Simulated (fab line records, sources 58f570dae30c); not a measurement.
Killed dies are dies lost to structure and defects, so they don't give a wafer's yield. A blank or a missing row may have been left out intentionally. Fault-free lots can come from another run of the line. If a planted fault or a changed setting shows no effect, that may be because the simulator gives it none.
2 desks looking at one fault	flow berkeley cmos170	what lay behind the numbers comes last; until then each desk has only its own

DESK OF THE TOOL OWNER: implanter-01
For each lot that ran on this tool, the mean over its sampled wafers that have a number, from the tool's own readings at UCB170_PLDD_IMPLANT_08. Marked OUT: a lot whose mean sits more than 4 standard deviations from the usual mean, which makes it out of limits; the brackets give that distance.
Columns: A = beam on s at UCB170_PLDD_IMPLANT_08, usual 9.99 s; B = dose ions cm2 at UCB170_PLDD_IMPLANT_08, usual 5e+13; C = faraday current uA at UCB170_PLDD_IMPLANT_08, usual 159
lot	first seen here	A	B	C
L519	day 7 10:36	9.92	5e+13	160
L523	day 8 12:02	9.94	5e+13	159
L525	day 8 12:35	9.96	5e+13	159
L530	day 9 02:20	13.61 (+16) OUT	8e+13 (+99 or more) OUT	186 (+8.0) OUT
L532	day 10 02:21	13.83 (+17) OUT	8e+13 (+99 or more) OUT	183 (+7.2) OUT
This desk's verdict: out of limits on L530, L532, starting with L530 at day 9 02:20 (beam on s at UCB170_PLDD_IMPLANT_08). In limits: L519, L523, L525.

FROM THE METROLOGY DESK
Lot by lot, what the gauges showed, no matter which tool ran the lot: averages of those sampled wafers that carry a number. Marked OUT: a lot whose mean sits more than 4 standard deviations from the usual mean, which makes it out of limits; the brackets give that distance.
Columns: A = cd nm at UCB170_GATE_CD_MEAS_90, usual 350.1 nm; B = PLDD_TW at UCB170_PLDD_TW_MEAS_11, usual 1007; C = PSD_TW at UCB170_PSD_TW_MEAS_10, usual 2316; D = PLDD_RS at UCB170_SDANNEAL_RS_MEAS_04, usual 1032 ohm/sq
lot	first seen here	A	B	C	D
L519	day 7 08:16	350.0	1019	2311	1031
L523	day 8 09:43	348.7	1008	2292	1031
L526	day 8 09:51	349.8	1015	2296	1026
L521	day 8 10:19	349.2	1010	2296	1027
L525	day 8 10:23	350.2	1009	2325	1028
L530	day 8 21:59	350.4	1079 (+8.7) OUT	2350	844 (-59) OUT
L529	day 8 22:11	351.5	1021	2301	1029
L532	day 9 23:29	350.5	1100 (+11) OUT	2319	843 (-59) OUT
L534	day 10 04:51	349.1	1015	2324	1032
L535	day 10 05:08	349.6	1006	2323	1033
L538	day 11 09:29	350.7	995	2308	1030
L541	day 11 09:35	349.3	1011	2310	1035
L539	day 11 10:03	351.2	1000	2342	1032
L537	day 11 10:18	349.5	1011	2295	1031
Per this desk, out of limits: L530, L532; the first was L530, day 9 02:44 (PLDD_TW at UCB170_PLDD_TW_MEAS_11). In limits: L519, L523, L526, L521, L525, L529, L534, L535, L538, L541, L539, L537.

ALL TOGETHER
An alarm could have come from the tool owner's desk at day 9 02:20, on L530, L532.
On L530, L532, the metrology desk was in a position to raise an alarm at day 9 02:44.
UCB170_PLDD_IMPLANT_08 was run on implanter-01 by each of the lots named.

WHAT WAS PUT IN BY THE SIMULATOR
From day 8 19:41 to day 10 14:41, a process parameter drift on implanter-01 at UCB170_PLDD_IMPLANT_08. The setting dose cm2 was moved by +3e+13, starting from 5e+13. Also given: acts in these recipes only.
Lots struck among those shown: L530, L532.
Time in hours from fault onset to the first out-of-limits reading at each desk: tool owner's desk 7, metrology desk 7.
